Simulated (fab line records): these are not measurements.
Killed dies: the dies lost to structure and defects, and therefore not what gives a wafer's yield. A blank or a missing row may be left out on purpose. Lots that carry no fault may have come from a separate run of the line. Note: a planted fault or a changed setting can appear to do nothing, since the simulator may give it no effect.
2 desks looking at one fault ; flow ritCmos ; numbers are kept per desk, each desk with only its own; the story behind them comes last

== FROM THE METROLOGY DESK ==
Lot by lot, what the gauges showed, no matter which tool ran the lot: averages of those sampled wafers that carry a number. Any lot whose mean is over 4 standard deviations away from the usual mean is out of limits and marked OUT; that distance is given in the brackets.
Columns: A = NSD_RS at RIT_SDANNEAL_RS_MEAS_05, usual 84.57 ohm/sq
lot;first seen here;A
L883;day 3 14:32;84.31
L885;day 3 18:45;85.15
L884;day 3 20:45;84.63
L886;day 4 01:34;84.82
L887;day 4 06:08;84.58
L888;day 4 11:20;84.65
L892;day 5 10:41;84.69
L900;day 6 15:34;83.90
L901;day 7 01:56;84.35
L903;day 7 10:02;84.78
L904;day 7 15:51;84.76
L905;day 7 21:20;84.21
This desk found nothing out of limits on any of the 12 lots.

== DESK OF THE TOOL OWNER: implanter-01 ==
The tool's own readings at RIT_NSD_IMPLANT_08, given as means over the sampled wafers that have a number, one for each lot that went through this tool. Any lot whose mean is over 4 standard deviations away from the usual mean is out of limits and marked OUT; that distance is given in the brackets.
Columns: A = tiltDeg at RIT_NSD_IMPLANT_08, usual 6.999 degrees
lot;first seen here;A
L886;day 3 22:41;7.020
L887;day 4 03:47;6.992
L888;day 4 08:59;7.008
L890;day 4 17:04;12.255 (+99 or more) OUT
L894;day 5 11:39;12.233 (+99 or more) OUT
L896;day 5 21:28;12.226 (+99 or more) OUT
This desk's finding: out of limits on L890, L894, L896; first on L890, day 4 17:04 (tiltDeg at RIT_NSD_IMPLANT_08). In limits: L886, L887, L888.

== PUT TOGETHER ==
At day 4 17:04, on L890, L894, L896, the tool owner's desk was in a position to raise an alarm.
Metrology desk: nothing out of limits seen.
The metrology desk has no number on record for L890, L894, L896.
Of the lots named, all ran RIT_NSD_IMPLANT_08 on implanter-01.

== WHAT THE SIMULATOR HAD INSERTED ==
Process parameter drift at RIT_NSD_IMPLANT_08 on implanter-01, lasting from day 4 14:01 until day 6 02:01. Setting tiltDeg, moved by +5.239, from 7. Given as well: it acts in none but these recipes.
Struck lots among those shown: L890, L894, L896.
Delay in hours, fault start to first out-of-limits reading, by desk: the tool owner's desk at 3.
